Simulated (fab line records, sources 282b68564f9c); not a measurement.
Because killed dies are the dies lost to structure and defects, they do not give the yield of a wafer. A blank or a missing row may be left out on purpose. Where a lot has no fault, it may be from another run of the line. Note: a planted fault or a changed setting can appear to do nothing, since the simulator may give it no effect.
fab line records	flow rit_cmos
[record] lots = 14	wafers = 42	last_day = 7
route steps=202 shown NLDD@111 M1@202
lots that met no fault: from a run of the same line without faults
start_h: hours from the record's opening day to when the first of the lot's shown wafers began	wait_h: hours since the lot's step before	" identical to the entry in the row above	L1.1+2: a row that stands for several wafers	- no value, or no start given	* or withheld: withheld	< > ~ a bound
route shown NAME@n: a module of which the file shows steps, and the number in the route of the first	usual: the fault-free wafers' mean and standard deviation	same: alike in all rows	chamber/n: place in a boat	sites: the reading at each site	_std_site: how widely they spread, as a standard deviation	_edge_site: mean of outer sites minus mean of inner sites	radius_mm: for every site, how far away it sits from the centre of the wafer	mask NAME#n: copy n	behind: the most recent tool/chamber to have shaped the wafer	hold: what put the lot on hold/how long, in hours/how the hold closed	device: the n, p or np transistor that did not switch	end of line: at the end of the route, the tests of the same wafers	a step with no rows: only its recipe	killed: not the wafer's yield, but the dies lost to structure and defects at the first sort	map: a wafer's dies, x killed, . not, _ none there
set.NAME: setting as actually run; set.NAME@STEP: the setting as run at that earlier step	model.NAME: the simulator's own value behind a step, which no gauge read
route steps across a sampled set of lots; one table per step, one row per wafer
services: a tool's chamber out of use, with start hour (start_h, from the record's first day; less than 0 if before it), hours out, and reason
[[steps]]
[step RIT_NLDD_IMPLANT_08]
[recipe] species = P	energy_kev = 20	dose_cm2 = 5e+14	tilt_deg = 7
[usual] dose_ions_cm2 = 5e+14/6e+11	faraday_current_uA = 1574/31
lot.wafer	tool	chamber	start_h	wait_h	dose_ions_cm2	faraday_current_uA
L725.3	implanter-02	0	41.74	0.1	5.008e+14	1535
L725.4	"	0	"	"	5e+14	1561
L725.5	"	0	"	"	5.002e+14	1606
L727.2	implanter-04	0	52.26	0.1	5.014e+14	1546
L727.3	"	0	"	"	5.009e+14	1638
L727.4	"	0	"	"	5.009e+14	1581
L728.1	implanter-01	0	56.77	0.1	5.005e+14	1531
L728.2	"	0	"	"	4.995e+14	1558
L728.5	"	0	"	"	5.001e+14	1547
L729.1	implanter-02	0	60.70	0.1	4.992e+14	1569
L729.3	"	0	"	"	4.998e+14	1556
L729.6	"	0	"	"	4.997e+14	1567
L730.1	implanter-02	0	67.19	0.1	5.006e+14	1571
L730.3	"	0	"	"	4.994e+14	1564
L730.6	"	0	"	"	4.999e+14	1587
L731.1	implanter-04	0	71.12	0.1	5.001e+14	1542
L731.3	"	0	"	"	4.99e+14	1574
L731.6	"	0	"	"	5.007e+14	1541
L733.3	implanter-02	0	82.42	0.1	4.999e+14	1592
L733.4	"	0	"	"	4.993e+14	1586
L733.6	"	0	"	"	4.994e+14	1606
L734.3	implanter-02	0	86.30	0.1	4.992e+14	1521
L734.4	"	0	"	"	4.997e+14	1612
L734.5	"	0	"	"	4.999e+14	1591
L735.2	implanter-02	0	91.84	0.1	5.001e+14	1569
L735.4	"	0	"	"	4.996e+14	1611
L735.5	"	0	"	"	5.002e+14	1587
L740.1	implanter-01	0	120.32	0.1	5.012e+14	1542
L740.3	"	0	"	"	4.999e+14	1615
L740.4	"	0	"	"	4.998e+14	1570
L743.1	implanter-02	0	131.03	0.1	1.982e+14	611
L743.4	"	0	"	"	1.999e+14	641
L743.6	"	0	"	"	1.992e+14	624
L744.3	implanter-01	0	137.61	0.1	5.007e+14	1560
L744.4	"	0	"	"	5.008e+14	1576
L744.5	"	0	"	"	5.009e+14	1564
L745.4	implanter-02	0	146.16	0.1	2.003e+14	642
L745.5	"	0	"	"	2.005e+14	609
L745.6	"	0	"	"	1.993e+14	633
L747.1	implanter-04	0	153.44	0.1	4.997e+14	1529
L747.4	"	0	"	"	4.991e+14	1547
L747.5	"	0	"	"	4.997e+14	1634
[step RIT_NLDD_TW_MEAS_10]
[usual] NLDD_TW = 2500/19
lot.wafer	tool	chamber	start_h	wait_h	NLDD_TW
L725.3	film_metro-01	-	42.03	0.1	2487
L725.4	"	-	"	"	2479
L725.5	"	-	"	"	2474
L727.2	film_metro-03	-	52.57	0.1	2509
L727.3	"	-	"	"	2504
L727.4	"	-	"	"	2482
L728.1	film_metro-04	-	57.10	0.1	2523
L728.2	"	-	"	"	2535
L728.5	"	-	"	"	2518
L729.1	film_metro-01	-	61.03	0.1	2473
L729.3	"	-	"	"	2472
L729.6	"	-	"	"	2463
L730.1	film_metro-04	-	67.52	0.1	2517
L730.3	"	-	"	"	2525
L730.6	"	-	"	"	2534
L731.1	film_metro-03	-	71.44	0.1	2517
L731.3	"	-	"	"	2507
L731.6	"	-	"	"	2494
L733.3	film_metro-01	-	82.71	0.1	2484
L733.4	"	-	"	"	2475
L733.6	"	-	"	"	2495
L734.3	film_metro-01	-	86.59	0.1	2460
L734.4	"	-	"	"	2464
L734.5	"	-	"	"	2469
L735.2	film_metro-03	-	92.15	0.1	2509
L735.4	"	-	"	"	2524
L735.5	"	-	"	"	2517
L740.1	film_metro-01	-	120.64	0.1	2489
L740.3	"	-	"	"	2485
L740.4	"	-	"	"	2487
L743.1	film_metro-01	-	131.36	0.1	1917
L743.4	"	-	"	"	1913
L743.6	"	-	"	"	1912
L744.3	film_metro-04	-	137.90	0.1	2507
L744.4	"	-	"	"	2508
L744.5	"	-	"	"	2488
L745.4	film_metro-04	-	146.44	0.1	1938
L745.5	"	-	"	"	1945
L745.6	"	-	"	"	1954
L747.1	film_metro-04	-	153.77	0.1	2529
L747.4	"	-	"	"	2518
L747.5	"	-	"	"	2506
[step RIT_SDANNEAL_RS_MEAS_07]
[recipe] thk_meas_gauge = four-point-probe
[usual] NLDD_RS = 151.6/0.52
lot.wafer	tool	chamber	start_h	wait_h	NLDD_RS[ohm/sq]
L725.3	film_metro-01	-	50.22	0.1	151.7
L725.4	"	-	"	"	152.3
L725.5	"	-	"	"	151.4
L727.2	film_metro-01	-	60.25	0.1	151.7
L727.3	"	-	"	"	151.8
L727.4	"	-	"	"	152.2
L728.1	film_metro-03	-	64.95	0.1	151.5
L728.2	"	-	"	"	151.9
L728.5	"	-	"	"	152.1
L729.1	film_metro-03	-	68.84	0.1	151.3
L729.3	"	-	"	"	151.0
L729.6	"	-	"	"	151.7
L730.1	film_metro-03	-	75.62	0.1	152.0
L730.3	"	-	"	"	151.9
L730.6	"	-	"	"	151.8
L731.1	film_metro-01	-	79.27	0.1	151.7
L731.3	"	-	"	"	151.6
L731.6	"	-	"	"	151.8
L733.3	film_metro-01	-	90.54	0.1	151.6
L733.4	"	-	"	"	151.2
L733.6	"	-	"	"	151.4
L734.3	film_metro-01	-	96.12	0.1	152.2
L734.4	"	-	"	"	152.3
L734.5	"	-	"	"	152.6
L735.2	film_metro-01	-	101.09	0.1	151.4
L735.4	"	-	"	"	151.5
L735.5	"	-	"	"	152.1
L740.1	film_metro-03	-	128.97	0.1	150.9
L740.3	"	-	"	"	150.9
L740.4	"	-	"	"	151.0
L743.1	film_metro-01	-	139.44	0.1	302.0
L743.4	"	-	"	"	305.3
L743.6	"	-	"	"	306.9
L744.3	film_metro-04	-	146.05	0.1	152.0
L744.4	"	-	"	"	151.6
L744.5	"	-	"	"	152.2
L745.4	film_metro-03	-	154.38	0.1	301.8
L745.5	"	-	"	"	302.3
L745.6	"	-	"	"	302.6
L747.1	film_metro-03	-	161.90	0.1	151.8
L747.4	"	-	"	"	151.7
L747.5	"	-	"	"	151.3
[step RIT_M1_PROBE_99]
[usual] killed_at_M0_to_M3 = 0.0/0.14	killed_at_contacts = 0.0/0.16	killed_at_front_end = 7/3	killed_dies = 7/3	killed_open = 3.5/2	killed_short = 3.6/2.1
[same] gross_dies = 264	killed_at_M4_up = 0	killed_at_back_side = 0	killed_at_other = 0
lot.wafer	tool	chamber	start_h	wait_h	killed_at_M0_to_M3	killed_at_contacts	killed_at_front_end	killed_dies	killed_open	killed_short
L740.1	prober-02	-	136.95	0.1	0	0	8	8	4	4
L740.3	prober-02	-	137.05	0.2	0	0	11	11	6	5
L740.4	prober-02	-	137.10	0.2	0	0	7	7	0	7
// killed by level:class
L740.1 GATE:geometric_particle:short=2 SPACER:geometric_particle:short=2 FOX1:geometric_particle:open=1 GATE:geometric_particle:open=1 REOX:geometric_particle:open=1 SPACER:geometric_particle:open=1
L740.3 FOX1:geometric_particle:short=2 REOX:geometric_particle:open=2 SPACER:geometric_particle:open=2 FOX1:geometric_particle:open=1 FOX2:geometric_particle:short=1 GATE:geometric_particle:open=1 REOX:geometric_particle:short=1 SPACER:geometric_particle:short=1
L740.4 GATE:geometric_particle:short=3 FOX1:geometric_particle:short=2 SPACER:geometric_particle:short=1 SILICIDE:geometric_particle:short=1
[[services]]
tool	chamber	start_h	hours	kind
implanter-04	-	19.78	6.1	repair
implanter-02	-	22.08	0.7	repair
implanter-02	-	47.28	2.8	repair
implanter-01	-	138.64	5.4	pm
implanter-01	-	144.06	4.8	pm
implanter-02	-	148.14	3.6	pm
implanter-02	-	152.15	3.1	repair
[[key]]
[first_sign] step = RIT_NLDD_IMPLANT_08	reading = dose_ions_cm2	direction = down	sigmas = 99+	usual = 5e+14	struck = 1.996e+14
[effect] step = RIT_NLDD_IMPLANT_08	reading = faraday_current_uA	direction = down	sigmas = 30	usual = 1574	struck = 627
[effect] step = RIT_NLDD_TW_MEAS_10	reading = NLDD_TW	direction = down	sigmas = 30	usual = 2500	struck = 1930
[effect] step = RIT_SDANNEAL_RS_MEAS_07	reading = NLDD_RS	direction = up	sigmas = 99+	usual = 151.6	struck = 303.5
met_at RIT_NLDD_IMPLANT_08
struck_lots L743,L745
tester_left_out L743,L745
onset_between 91.84 131.03
[fault] kind = process_parameter_drift	tool = implanter-02	chamber = -	onset_h = 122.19	steps = RIT_NLDD_IMPLANT_08	channel = dose_cm2	offset = -3e+14	shape = step	end_h = 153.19	acts_in = these_recipes_only	stated = 5e+14
// tester_left_out: of these lots the tester's yield and bins aren't shown, on N5 and GAA mostly nor the transistor test; their killed dies are dies lost to structure and defects alone, not to doping, threshold or leakage, so they don't give the yield
